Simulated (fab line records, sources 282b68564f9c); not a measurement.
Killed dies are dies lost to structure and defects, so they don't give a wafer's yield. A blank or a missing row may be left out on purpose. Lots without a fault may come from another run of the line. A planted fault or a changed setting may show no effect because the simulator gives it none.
Which tool did it? | flow rit_cmos | 14 lots, 42 wafers sampled, at 3 steps of a route of 202

WHAT THE GAUGES READ, wafer by wafer
RIT_NRETRO_TW_MEAS_10.
lot  | measured    | on            | NRETRO_TW
L995 | day 2 11:05 | film_metro-02 | 1046 1046 1046
L996 | day 2 14:59 | film_metro-03 | 1042 1048 1046
L997 | day 2 17:08 | film_metro-04 | 1048 1043 1049
L998 | day 2 23:25 | film_metro-02 | 1043 1042 1045
L100 | day 3 09:07 | film_metro-03 | 1043 1042 1043
L101 | day 3 14:10 | film_metro-02 | 1050 1057 1052
L102 | day 3 19:07 | film_metro-03 | 1041 1044 1041
L104 | day 4 06:53 | film_metro-02 | 30 30 30
L105 | day 4 11:50 | film_metro-04 | 30 30 30
L110 | day 5 12:10 | film_metro-03 | 1041 1048 1050
L112 | day 5 23:59 | film_metro-03 | 1048 1044 1050
L113 | day 6 04:32 | film_metro-04 | 1046 1048 1049
L114 | day 6 07:22 | film_metro-02 | 1054 1050 1052
L115 | day 6 15:37 | film_metro-04 | 1043 1047 1049

RIT_PRETRO_TW_MEAS_10.
lot  | measured    | on            | PRETRO_TW
L995 | day 2 12:49 | film_metro-02 | 472.3 471.2 471.7
L996 | day 2 16:44 | film_metro-02 | 472.8 471.9 473.2
L997 | day 2 18:53 | film_metro-02 | 475.9 472.3 471.5
L998 | day 3 01:10 | film_metro-01 | 473.2 471.4 473.5
L100 | day 3 10:48 | film_metro-01 | 471.3 473.1 474.0
L101 | day 3 15:43 | film_metro-02 | 475.8 473.6 476.1
L102 | day 3 20:40 | film_metro-03 | 472.9 471.4 471.0
L104 | day 4 08:34 | film_metro-01 | 29.7 29.7 29.7
L105 | day 4 13:31 | film_metro-01 | 29.6 29.6 29.7
L110 | day 5 13:44 | film_metro-02 | 472.4 474.1 474.3
L112 | day 6 01:45 | film_metro-01 | 472.6 471.6 471.1
L113 | day 6 06:13 | film_metro-01 | 471.6 471.2 469.9
L114 | day 6 09:04 | film_metro-02 | 476.2 473.8 475.2
L115 | day 6 17:10 | film_metro-03 | 469.5 470.7 470.4

WHICH TOOL RAN EACH LOT (tool, then ch and the chambers of the sampled wafers, then the start)
lot  | RIT_PWELL_STRIP_09
L995 | plasma_asher-04 ch 0,1, day 2 03:34
L996 | plasma_asher-02 ch 0,1, day 2 06:53
L997 | plasma_asher-01 ch 0,1, day 2 09:41
L998 | plasma_asher-04 ch 0,1, day 2 16:22
L100 | plasma_asher-04 ch 0,1, day 3 01:01
L101 | plasma_asher-01 ch 0,1, day 3 05:58
L102 | plasma_asher-02 ch 0,1, day 3 11:11
L104 | plasma_asher-04 ch 0, day 3 22:36
L105 | plasma_asher-02 ch 0,1, day 4 02:05
L110 | plasma_asher-02 ch 0,1, day 5 03:39
L112 | plasma_asher-04 ch 0,1, day 5 16:56
L113 | plasma_asher-04 ch 0,1, day 5 18:58
L114 | plasma_asher-02 ch 0,1, day 5 23:32
L115 | plasma_asher-04 ch 0,1, day 6 07:59
- RIT_PWELL_STRIP_09: strips in O2, time 180 s.

WHAT THE TOOLS THEMSELVES READ (means of the sampled wafers that have a number; where no wafer has one, the mark that the record gives instead)
RIT_PWELL_STRIP_09.
lot  | tool            | chamber_pressure_mTorr (mTorr) | drypump_motor_current_A (A) | o2_flow_sccm (sccm)
L995 | plasma_asher-04 | 4001                           | 6.4                         | 4014
L996 | plasma_asher-02 | 4001                           | 5.5                         | 4001
L997 | plasma_asher-01 | 4000                           | 5.3                         | 4026
L998 | plasma_asher-04 | 4000                           | 6.4                         | 4003
L100 | plasma_asher-04 | 3998                           | 6.4                         | 4003
L101 | plasma_asher-01 | 4000                           | 5.4                         | 4002
L102 | plasma_asher-02 | 4002                           | 5.5                         | 3996
L104 | plasma_asher-04 | -                              | -                           | -
L105 | plasma_asher-02 | -                              | -                           | -
L110 | plasma_asher-02 | 3998                           | 5.5                         | 3997
L112 | plasma_asher-04 | 4000                           | 6.4                         | 4010
L113 | plasma_asher-04 | 3999                           | 6.4                         | 3994
L114 | plasma_asher-02 | 4001                           | 5.5                         | 3999
L115 | plasma_asher-04 | 4001                           | 6.2                         | 3999

THE ANSWER, worked out from the rows above alone
Rule: what is usual is taken from the lots themselves. Put in order of their means at a reading, lots are off if they are a third of the lots or fewer, leave a main group of 4 or more, and stand apart from it by a gap of 3 or more times the standard deviation of the main group's means; of several such gaps the widest counts. A main group whose means are all the same, to the digits that the tables above print for the reading, isn't used. A lot without any number at a reading at which 4 lots or more have one is off too. The other lots that the step has rows for count as sound. The gauges are gone through in route order, then the tools' own readings, and for those a lot's mean is taken as printed above. The first step at which some lot is off is used, and at that step the reading that is off furthest; a lot without a number counts as furthest.
Off: L104, L105, at RIT_NRETRO_TW_MEAS_10 (NRETRO_TW). The main group: mean 1047, standard deviation 3.2.
A tool fits if, at a process step before that reading, it ran every lot that is off, and no sound lot after the first of them. The gauges at RIT_NRETRO_TW_MEAS_10 aren't tried: what is off there is off at RIT_PRETRO_TW_MEAS_10 too, on other tools, and a gauge's error can't cause that. None of those tried fits.

WHAT THE SIMULATOR HAD PUT IN
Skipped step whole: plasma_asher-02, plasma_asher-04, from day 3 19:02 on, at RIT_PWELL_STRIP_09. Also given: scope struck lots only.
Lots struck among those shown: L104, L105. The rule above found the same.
